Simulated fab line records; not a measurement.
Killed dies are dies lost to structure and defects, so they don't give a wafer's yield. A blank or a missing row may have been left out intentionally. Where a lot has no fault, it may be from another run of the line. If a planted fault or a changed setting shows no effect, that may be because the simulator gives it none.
Check of tool commonality / flow rit_cmos / 12 lots and 36 wafers in the sample

== WHY THIS WAS OPENED ==
Of 12 lots, 2 have the reading NWELL_RS flagged at RIT_WELLDRIVE_RS_MEAS_01. Wafers without a fault read 271.8 ohm/sq, standard deviation 0.79.
Rule: a lot is flagged when every wafer of it that has a number lies more than 4 standard deviations from that mean, or none has a number. All remaining lots are regarded as sound.

lot=L131; measured=day 2 09:54; on=film_metro-02; NWELL_RS (ohm/sq), wafer by wafer=271.9 271.9 271.5; flag=
lot=L132; measured=day 2 11:19; on=film_metro-04; NWELL_RS (ohm/sq), wafer by wafer=271.9 271.8 271.2; flag=
lot=L133; measured=day 2 14:56; on=film_metro-04; NWELL_RS (ohm/sq), wafer by wafer=272.1 271.4 271.5; flag=
lot=L134; measured=day 2 21:58; on=film_metro-04; NWELL_RS (ohm/sq), wafer by wafer=270.5 270.4 270.2; flag=
lot=L135; measured=day 3 01:05; on=film_metro-03; NWELL_RS (ohm/sq), wafer by wafer=273.7 272.9 273.3; flag=
lot=L138; measured=day 3 16:40; on=film_metro-04; NWELL_RS (ohm/sq), wafer by wafer=271.5 271.4 272.1; flag=
lot=L143; measured=day 4 17:38; on=film_metro-02; NWELL_RS (ohm/sq), wafer by wafer=317.5 317.6 317.6; flag=FLAGGED
lot=L144; measured=day 4 22:50; on=film_metro-02; NWELL_RS (ohm/sq), wafer by wafer=315.6 315.8 315.5; flag=FLAGGED
lot=L146; measured=day 5 09:01; on=film_metro-03; NWELL_RS (ohm/sq), wafer by wafer=271.3 270.8 271.9; flag=
lot=L148; measured=day 5 16:43; on=film_metro-04; NWELL_RS (ohm/sq), wafer by wafer=272.2 270.9 271.8; flag=
lot=L151; measured=day 6 08:46; on=film_metro-02; NWELL_RS (ohm/sq), wafer by wafer=272.6 272.9 272.0; flag=
lot=L153; measured=day 6 18:47; on=film_metro-03; NWELL_RS (ohm/sq), wafer by wafer=270.9 271.3 271.3; flag=
On average the flagged lots' numbers are 316.6 ohm/sq, which is +44.8 ohm/sq against the usual, or +57 standard deviations.

== WHICH TOOL RAN EACH LOT ==
The record keeps 1 process step preceding the reading, out of 202 steps on the route. Every cell lists first the tool, next ch and the chambers used by the sampled wafers, and last the start.
lot=L131; flag=; RIT_WELLDRIVE_ANNEAL_00=furnace-03 ch 0, day 2 04:47
lot=L132; flag=; RIT_WELLDRIVE_ANNEAL_00=furnace-02 ch 0, day 2 06:13
lot=L133; flag=; RIT_WELLDRIVE_ANNEAL_00=furnace-03 ch 0, day 2 09:52
lot=L134; flag=; RIT_WELLDRIVE_ANNEAL_00=furnace-02 ch 0, day 2 16:51
lot=L135; flag=; RIT_WELLDRIVE_ANNEAL_00=furnace-01 ch 0, day 2 19:58
lot=L138; flag=; RIT_WELLDRIVE_ANNEAL_00=furnace-02 ch 0, day 3 11:33
lot=L143; flag=FLAGGED; RIT_WELLDRIVE_ANNEAL_00=furnace-03 ch 0, day 4 12:31
lot=L144; flag=FLAGGED; RIT_WELLDRIVE_ANNEAL_00=furnace-03 ch 0, day 4 17:46
lot=L146; flag=; RIT_WELLDRIVE_ANNEAL_00=furnace-01 ch 0, day 5 03:56
lot=L148; flag=; RIT_WELLDRIVE_ANNEAL_00=furnace-01 ch 0, day 5 11:38
lot=L151; flag=; RIT_WELLDRIVE_ANNEAL_00=furnace-01 ch 0, day 6 03:41
lot=L153; flag=; RIT_WELLDRIVE_ANNEAL_00=furnace-01 ch 0, day 6 13:41
What the steps here do:
- RIT_WELLDRIVE_ANNEAL_00: time 14700 s.
- RIT_WELLDRIVE_RS_MEAS_01: measures by four-point-probe.

== FLAGGED AGAINST TOTAL, ONE TOOL AT A TIME (gauges that did the reading follow at the end) ==
step=RIT_WELLDRIVE_ANNEAL_00; tool=furnace-01; lots run=5; flagged=0; share of the flagged lots=none; sound lots run after its first flagged lot=-
step=RIT_WELLDRIVE_ANNEAL_00; tool=furnace-02; lots run=3; flagged=0; share of the flagged lots=none; sound lots run after its first flagged lot=-
step=RIT_WELLDRIVE_ANNEAL_00; tool=furnace-03; lots run=4; flagged=2; share of the flagged lots=all; sound lots run after its first flagged lot=0
step=RIT_WELLDRIVE_RS_MEAS_01; tool=film_metro-02; lots run=4; flagged=2; share of the flagged lots=all; sound lots run after its first flagged lot=1 (L151)
step=RIT_WELLDRIVE_RS_MEAS_01; tool=film_metro-03; lots run=3; flagged=0; share of the flagged lots=none; sound lots run after its first flagged lot=-
step=RIT_WELLDRIVE_RS_MEAS_01; tool=film_metro-04; lots run=5; flagged=0; share of the flagged lots=none; sound lots run after its first flagged lot=-

== WHAT THE TABLE PERMITS ==
2 rows of the table ran every flagged lot: furnace-03 at RIT_WELLDRIVE_ANNEAL_00, film_metro-02 at RIT_WELLDRIVE_RS_MEAS_01.
- furnace-03 at RIT_WELLDRIVE_ANNEAL_00 ran 4 lots, 2 of them flagged. Its last sound lot is L133 (day 2 09:52), its first flagged lot L143 (day 4 12:31): a fault that began between those two fits. Its own readings lie more than 4 standard deviations out on every wafer of the flagged lots: run_length_s.
- film_metro-02 at RIT_WELLDRIVE_RS_MEAS_01 ran 4 lots, 2 of them flagged. Sound lots followed the first flagged one (L151) on it, something a lasting fault affecting the whole tool could not allow.
furnace-03 at RIT_WELLDRIVE_ANNEAL_00 is the single tool remaining.

== WHAT THE SIMULATOR PUT IN ==
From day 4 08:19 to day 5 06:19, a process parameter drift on furnace-03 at RIT_WELLDRIVE_ANNEAL_00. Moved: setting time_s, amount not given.
Lots struck among those shown: L143, L144. The rule above found the same.
